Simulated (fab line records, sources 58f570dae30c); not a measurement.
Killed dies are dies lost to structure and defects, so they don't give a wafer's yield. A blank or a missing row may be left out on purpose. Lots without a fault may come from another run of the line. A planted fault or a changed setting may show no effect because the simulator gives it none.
Split-lot experiment | flow berkeley_cmos170 | 5 lots, 23 wafers read, on a route of 331 steps

THE SPLIT
At UCB170_M3_METAL_ETCH_18 (etches Al in Cl2/BCl3, stops on SiO2, target depth 1170 nm, time 195 s), the setting time_s was moved away from the recipe's 195 s on 8 of the 23 wafers read, by -12.3% to +14.8%. The other wafers ran this setting at the recipe's value.

FROM THE SPLIT TO THE READING: what the file shows between them, 1 step
- UCB170_M3_STRIP_19: strips in O2

THE READING
cd_nm, in nm, at UCB170_M3_CD_MEAS_90 (target cd 700 nm). Fault-free wafers of this fab line usually give 701 nm, standard deviation 3.3 nm.

wafer  | tool, chamber at the split | time_s as run, s | against the recipe | cd_nm, nm | against lot-mates on the recipe
L077.1 | rie_metal-01, 1            | 195              | recipe             | 699       | -
L077.2 | rie_metal-01, 0            | 171.1            | -12.3%             | 708       | +10
L077.4 | rie_metal-01, 0            | 195              | recipe             | 697       | -
L077.5 | rie_metal-01, 0            | 195              | recipe             | 698       | -
L077.6 | rie_metal-01, 1            | 171.1            | -12.3%             | 709       | +11
L075.1 | rie_metal-04, 0            | 195              | recipe             | 706       | -
L075.3 | rie_metal-04, 0            | 195              | recipe             | 706       | -
L075.6 | rie_metal-04, 1            | 195              | recipe             | 704       | -
L082.1 | rie_metal-01, 1            | 195              | recipe             | 697       | -
L082.2 | rie_metal-01, 0            | 195              | recipe             | 696       | -
L082.3 | rie_metal-01, 0            | 173.2            | -11.2%             | 702       | +6
L082.5 | rie_metal-01, 0            | 173.2            | -11.2%             | 701       | +4
L082.6 | rie_metal-01, 1            | 173.2            | -11.2%             | 706       | +10
L080.1 | rie_metal-01, 0            | 223.9            | +14.8%             | 695       | -4
L080.3 | rie_metal-01, 1            | 195              | recipe             | 699       | -
L080.4 | rie_metal-01, 0            | 195              | recipe             | 699       | -
L080.5 | rie_metal-01, 1            | 223.9            | +14.8%             | 690       | -9
L080.6 | rie_metal-01, 0            | 223.9            | +14.8%             | 692       | -7
L084.1 | rie_metal-02, 0            | 195              | recipe             | 700       | -
L084.2 | rie_metal-02, 1            | 195              | recipe             | 700       | -
L084.4 | rie_metal-02, 1            | 195              | recipe             | 700       | -
L084.5 | rie_metal-02, 0            | 195              | recipe             | 701       | -
L084.6 | rie_metal-02, 1            | 195              | recipe             | 701       | -

THE FIT
A straight line over all 23 wafers: cd_nm changes by -0.487 nm for each +1% of time_s; r = -0.79; the points scatter about the line by 3 nm.
The same after taking each lot's own level away (the mean of its wafers on the recipe; 23 wafers): -0.573 nm for each +1%; r = -0.94; scatter 1.7 nm.
On that fit, the largest move of time_s shifts the reading by 8.5 nm.
The lots' own levels span 696.5 to 705.3 nm, that is 2.7 times the standard deviation above.
So the lot-to-lot level blurs the effect unless lot-mates are compared.
Check: with one of the wafers moved furthest among these (+14.8%) left out of the fit, the line predicts -9.06 nm for it against its lot-mates. It came out at -4 nm against them.

OTHER SPLITS ON THESE WAFERS
These wafers also went through other splits before the reading. Each is held against what the fit with the lots' levels taken away leaves over:
other split on the same wafers | wafers away from the commonest value | r with cd_nm (lot level and that fit taken away)
UCB170_V2_EXPOSE_09 dose_mj    | 7                                    | +0.05
UCB170_V2_ETCH_14 time_s       | 10                                   | -0.18

THE WHOLE CHAIN: every reading that the file lists as answering this split, in the file's order
step                    | what it does                                                           | reading                                                                   | change (the file's fit)                   | r (the file's)
UCB170_M3_METAL_ETCH_18 | etches Al in Cl2/BCl3, stops on SiO2, target depth 1170 nm, time 195 s | KrF_of_M3_COAT_10.thk_nm (the simulator's own value, which no gauge read) | -7 nm for each +1% of the setting         | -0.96
UCB170_M3_METAL_ETCH_18 | etches Al in Cl2/BCl3, stops on SiO2, target depth 1170 nm, time 195 s | M3.cd_nm (the simulator's own value, which no gauge read)                 | -0.598 nm for each +1% of the setting     | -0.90
UCB170_M3_METAL_ETCH_18 | etches Al in Cl2/BCl3, stops on SiO2, target depth 1170 nm, time 195 s | SiO2_of_V2_CVD_00.thk_nm (the simulator's own value, which no gauge read) | -0.648 nm for each +1% of the setting     | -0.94
UCB170_M3_STRIP_19      | strips in O2                                                           | oes_product_au                                                            | -0.00702 a.u. for each +1% of the setting | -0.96
UCB170_M3_CD_MEAS_90    | target cd 700 nm                                                       | cd_nm                                                                     | -0.599 nm for each +1% of the setting     | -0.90

THE FILE'S OWN FIT
cd_nm changes by -0.599 nm for each +1% of time_s, r = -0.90.
